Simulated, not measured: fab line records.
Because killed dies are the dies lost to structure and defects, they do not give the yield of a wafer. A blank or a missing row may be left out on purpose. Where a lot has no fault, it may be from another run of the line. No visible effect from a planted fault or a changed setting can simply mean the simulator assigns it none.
Problem report in the 8D (eight disciplines) form, filled by code || flow rit-cmos || the parts of the form that need people (team, actions taken, sign-off) are left out

== 1. WHAT IS WRONG ==
PLDD_RS at RIT_SDANNEAL_RS_MEAS_06 reads a mean of 185.6 ohm/sq on 9 wafers of 3 lots; wafers without a fault read 179.0 ohm/sq with a standard deviation of 0.46. Relative to the usual mean, that is a shift of +14 standard deviations.
The step: measures by four-point-probe.
Seen first at day 4 09:24 on film-metro-03, wafer L809.1. The record holds 45 wafers of 15 lots with a number at this step. Rule for "out" (also "out of limits"): further than 4 standard deviations from the usual mean. All remaining wafers that have a number are taken as sound.

== 2. WHAT IT IS, WHAT IT ISN'T ==
{"question": "which readings at this step", "is": "PLDD_RS", "is not": "-"}
{"question": "which lots", "is": "L809, L811, L812", "is not": "L804, L805, L806, L807, L808, L810, L820, L821, L822, L823, L825, L827"}
{"question": "which wafers of those lots", "is": "all that have a number", "is not": "-"}
{"question": "read on which gauges", "is": "film-metro-02, film-metro-03", "is not": "film-metro-01"}
{"question": "when", "is": "from day 4 09:24", "is not": "up to then (15 sound wafers); but 21 sound wafers of L810, L820, L821, L822, L823, L825, L827 came after"}

== 3. THE SUSPECTS, EACH WITH WHAT RULES IT OUT ==
Counting: a tool at a process step up to the reading stays a suspect if it ran every lot that is out and no sound lot after the first of them.
- the gauge at RIT_SDANNEAL_RS_MEAS_06: ruled out. 2 gauges (film-metro-02, film-metro-03) read the wafers that are out.
- implanter-04 at RIT_PLDD_IMPLANT_08: kept. Every lot that is out went through it, starting with L809 (day 4 02:43), and after that it ran no sound lot; the last sound lot it ran before then is L808 (day 3 23:16). Its own readings are out on those wafers: dose-ions-cm2.
Remaining after the count: implanter-04 at RIT_PLDD_IMPLANT_08.

== 4. THE CAUSE (what the simulator had put in) ==
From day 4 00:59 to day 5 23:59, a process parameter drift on implanter-04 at RIT_PLDD_IMPLANT_08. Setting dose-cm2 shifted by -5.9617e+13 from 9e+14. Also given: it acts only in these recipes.
Counting left only this tool.

== 5. SEQUENCE OF EFFECTS, ordered by route ==
One row per reading whose mean, taken over the struck wafers that have a number, lies over 3 standard deviations from the usual. Only readings whose record carries a usual standard deviation are examined. hours: median over the lots of the time between each lot's start at the first step of this table that gives one and its start at this step. sigmas: the change, counted in usual standard deviations.
{"hours": 0, "step": "RIT_PLDD_IMPLANT_08", "reading": "dose-ions-cm2", "usual": 9e+14, "on struck wafers": 8e+14, "change": -6e+13, "sigmas": -62}
{"hours": 7, "step": "RIT_SDANNEAL_RS_MEAS_06", "reading": "PLDD_RS", "usual": "179.0 ohm/sq", "on struck wafers": 185.6, "change": "+6.6", "sigmas": "+14"}
Here are the process steps it includes:
- RIT_PLDD_IMPLANT_08
Later measuring or inspecting steps at which every struck wafer that the step has a row for has a number for every such reading, and none has moved that far: RIT_SDANNEAL_RS_MEAS_07.

== 6. HOW IT WOULD HAVE BEEN CAUGHT EARLIER ==
8 hours passed between the start of the fault at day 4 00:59 and the first reading out of limits at a measuring or inspecting step in this record, taken at day 4 09:24.
Tool's own readings at RIT_PLDD_IMPLANT_08, dose-ions-cm2: out on all struck wafers the step has rows for; an alarm limit on them would have tripped on the first.
Lots out: 3; of these, L811, L812 started RIT_PLDD_IMPLANT_08 on implanter-04 after day 4 09:24. A hold on the tool at that time would have spared those 2.
